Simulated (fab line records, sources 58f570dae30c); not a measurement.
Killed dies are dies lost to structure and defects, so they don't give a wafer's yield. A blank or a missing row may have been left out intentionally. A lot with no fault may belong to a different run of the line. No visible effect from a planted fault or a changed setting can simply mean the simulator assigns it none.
A struck lot beside a sound one || flow berkeley_cmos170 || 14 steps out of a route of 331
Sound: wafers L656.2, L656.3, L656.4. Wafers struck: L671.1, L671.2, L671.4. Last of all comes the cause.
For every step that has rows: the tool of each side, followed by ch and its chambers, followed by its first start. Under that, the readings that differ: sound wafers || struck wafers || difference of the means || sigmas: that difference in standard deviations of wafers without a fault.
alike: a reading whose means differ by less than 2 such deviations, as well as words and numbers matching on both sides. not compared: withheld readings; readings where some wafer has no value; bounds like >300 that might hide an equal value; numbers whose values overlap and for which the record gives no deviation.
The two part at a step that has a row with sigmas, a row that says differs or no value, or rows on one side only. When numbers do not overlap yet have no deviation, they are printed without sigmas and do not part them. A reading missing from all wafers of one side parts the sides only when that side holds two or more wafers.

UCB170_M2_RS_MEAS_02: measures by four-point-probe.
  sound on film_metro-04 at day 7 19:06; struck on film_metro-03 at day 10 19:49
  alike: M2_AL_RS
UCB170_M2_THK_MEAS_03: measures by xrf.
  sound on film_metro-04 at day 7 19:13; struck on film_metro-03 at day 10 19:56
  alike: M2_AL_THK
then, 3 steps without rows for these wafers: UCB170_M2_HMDS_04 (prime time 60 s); UCB170_M2_COAT_05 (resist thk 900 nm); UCB170_M2_SOFTBAKE_06 (time 60 s).
UCB170_M2_STRIP_07: strips in O2.
  sound on plasma_asher-04 ch 0,1, day 7 19:49; struck on plasma_asher-04 ch 0,1, day 10 20:28
  alike: drypump_motor_current_A, oes_product_au, strip_time_to_endpoint_s
  not compared: rf_hours_counter_h
then, 6 steps without rows for these wafers: UCB170_M2_STRIP_08 (strips KrF in DMSO, time 600 s); UCB170_M2_COAT_09; UCB170_M2_COAT_10 (resist thk 900 nm); UCB170_M2_SOFTBAKE_11 (time 60 s); UCB170_M2_EXPOSE_12 (exposes mask METAL2, target cd 700 nm); UCB170_M2_PEB_13.
UCB170_M2_DEVELOP_14: develop time 45 s.
  sound on litho_track-02 ch 0, day 7 21:00; struck on litho_track-01, day 10 22:00
  no value came back on the struck wafers for chill_plate_temp_C (C), develop_time_s (s); on the sound wafers chill_plate_temp_C (C) reads 23.27 23.12 23.25
{"reading": "model.KrF_of_M2_COAT_10.thk_nm (nm)", "sound": "883.2 883 886.1", "struck": "901.4 900.4 900.1", "difference": "+16.5", "sigmas": ""}
UCB170_M2_CD_MEAS_15: target cd 700 nm.
  sound on cd_sem-02 at day 7 21:35; struck on cd_sem-02 at day 10 22:20
{"reading": "cd_nm (nm)", "sound": "697.0 698.0 699.4", "struck": "- - -", "difference": "no value on the struck wafers", "sigmas": ""}

WHERE THEY PART
Earliest at UCB170_M2_DEVELOP_14; latest, in this record, at UCB170_M2_CD_MEAS_15.

WHY: the cause the simulator had injected
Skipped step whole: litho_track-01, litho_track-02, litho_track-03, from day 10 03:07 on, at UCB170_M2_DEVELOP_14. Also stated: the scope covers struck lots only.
